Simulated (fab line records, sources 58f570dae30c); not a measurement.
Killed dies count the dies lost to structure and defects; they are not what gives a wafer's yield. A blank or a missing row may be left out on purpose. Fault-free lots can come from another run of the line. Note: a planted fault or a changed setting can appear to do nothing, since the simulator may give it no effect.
Which tool was responsible? / flow berkeley cmos170 / 13 lots, 39 wafers sampled, at 3 steps of a route of 331

WHAT EACH GAUGE READ, for each wafer
UCB170_PFIELD_OVL_MEAS_06. Usual: PFIELD_OVL 2 nm, standard deviation 5.3.
lot=L898; measured=day 4 20:08; on=overlay-01; PFIELD_OVL (nm)=0 -8 -7; flag=
lot=L897; measured=day 4 20:18; on=overlay-02; PFIELD_OVL (nm)=6 10 6; flag=
lot=L900; measured=day 5 10:37; on=overlay-01; PFIELD_OVL (nm)=-3 1 3; flag=
lot=L904; measured=day 5 23:59; on=overlay-01; PFIELD_OVL (nm)=3 2 10; flag=
lot=L903; measured=day 6 00:13; on=overlay-02; PFIELD_OVL (nm)=0 0 -3; flag=
lot=L902; measured=day 6 05:28; on=overlay-01; PFIELD_OVL (nm)=2 8 7; flag=
lot=L909; measured=day 7 01:05; on=overlay-01; PFIELD_OVL (nm)=5 0 -3; flag=
lot=L906; measured=day 7 01:22; on=overlay-02; PFIELD_OVL (nm)=3 0 4; flag=
lot=L910; measured=day 7 19:38; on=overlay-01; PFIELD_OVL (nm)=3 1 3; flag=
lot=L912; measured=day 8 13:25; on=overlay-01; PFIELD_OVL (nm)=10 12 11; flag=
lot=L913; measured=day 8 13:31; on=overlay-02; PFIELD_OVL (nm)=- - -; flag=OFF
lot=L919; measured=day 10 02:34; on=overlay-01; PFIELD_OVL (nm)=-4 -6 -11; flag=
lot=L920; measured=day 10 07:22; on=overlay-01; PFIELD_OVL (nm)=6 0 0; flag=

UCB170_PFIELD_TW_MEAS_09. Usual: PFIELD_TW 598, standard deviation 5.7.
lot=L898; measured=day 4 20:25; on=film metro-02; PFIELD_TW=596 592 594; flag=
lot=L897; measured=day 4 20:35; on=film metro-03; PFIELD_TW=609 609 611; flag=
lot=L900; measured=day 5 10:55; on=film metro-02; PFIELD_TW=595 595 599; flag=
lot=L904; measured=day 6 00:17; on=film metro-04; PFIELD_TW=596 595 594; flag=
lot=L903; measured=day 6 00:29; on=film metro-04; PFIELD_TW=594 593 596; flag=
lot=L902; measured=day 6 05:45; on=film metro-04; PFIELD_TW=593 594 594; flag=
lot=L909; measured=day 7 01:22; on=film metro-03; PFIELD_TW=605 606 605; flag=
lot=L906; measured=day 7 01:40; on=film metro-04; PFIELD_TW=601 596 599; flag=
lot=L910; measured=day 7 19:55; on=film metro-04; PFIELD_TW=602 601 601; flag=
lot=L912; measured=day 8 13:43; on=film metro-04; PFIELD_TW=603 600 602; flag=
lot=L913; measured=day 8 13:48; on=film metro-03; PFIELD_TW=30 30 30; flag=OFF
lot=L919; measured=day 10 02:52; on=film metro-04; PFIELD_TW=598 597 597; flag=
lot=L920; measured=day 10 07:39; on=film metro-04; PFIELD_TW=596 596 595; flag=

WHICH TOOL RAN EACH LOT (tool, then ch and the chambers of the sampled wafers, then the start)
lot=L898; UCB170_PFIELD_EXPOSE_03=krf scanner-01 ch 0, day 4 19:35
lot=L897; UCB170_PFIELD_EXPOSE_03=krf scanner-01 ch 0, day 4 19:42
lot=L900; UCB170_PFIELD_EXPOSE_03=krf scanner-02 ch 0, day 5 10:16
lot=L904; UCB170_PFIELD_EXPOSE_03=krf scanner-02 ch 0, day 5 22:51
lot=L903; UCB170_PFIELD_EXPOSE_03=krf scanner-01 ch 0, day 5 23:03
lot=L902; UCB170_PFIELD_EXPOSE_03=krf scanner-01 ch 0, day 6 05:04
lot=L909; UCB170_PFIELD_EXPOSE_03=krf scanner-01 ch 0, day 7 00:23
lot=L906; UCB170_PFIELD_EXPOSE_03=krf scanner-02 ch 0, day 7 00:39
lot=L910; UCB170_PFIELD_EXPOSE_03=krf scanner-02 ch 0, day 7 19:15
lot=L912; UCB170_PFIELD_EXPOSE_03=krf scanner-02 ch 0, day 8 12:25
lot=L913; UCB170_PFIELD_EXPOSE_03=krf scanner-02 ch 0, day 8 12:32
lot=L919; UCB170_PFIELD_EXPOSE_03=krf scanner-02 ch 0, day 10 02:11
lot=L920; UCB170_PFIELD_EXPOSE_03=krf scanner-01 ch 0, day 10 06:58
- UCB170_PFIELD_EXPOSE_03: exposes mask PFIELD, target cd 1500 nm.

WHAT THE TOOLS THEMSELVES READ (means of the sampled wafers that have a number; where no wafer has one, the mark that the record gives instead)
The record holds no such reading with a usual standard deviation.

THE ANSWER, worked out from the rows above alone
Rule: take the mean of a lot's wafers that have a number; if it is more than 3 standard deviations from the usual mean, the lot is off. A lot without any number at a reading at which 4 lots or more have one is off too. Any other lot the step has rows for is counted as sound. The gauges are gone through in route order, then the tools' own readings, and for those a lot's mean is taken as printed above. The first step at which some lot is off is used, and at that step the reading that is off furthest; a lot without a number counts as furthest.
Off: L913, at UCB170_PFIELD_OVL_MEAS_06 (PFIELD_OVL). Without a number there: L913.
A tool fits if, at a process step before that reading, it ran every lot that is off, and no sound lot after the first of them. The gauges at UCB170_PFIELD_OVL_MEAS_06 aren't tried: what is off there is off at UCB170_PFIELD_TW_MEAS_09 too, on other tools, and a gauge's error can't cause that. None of those tried fits.

WHAT WAS PUT IN BY THE SIMULATOR
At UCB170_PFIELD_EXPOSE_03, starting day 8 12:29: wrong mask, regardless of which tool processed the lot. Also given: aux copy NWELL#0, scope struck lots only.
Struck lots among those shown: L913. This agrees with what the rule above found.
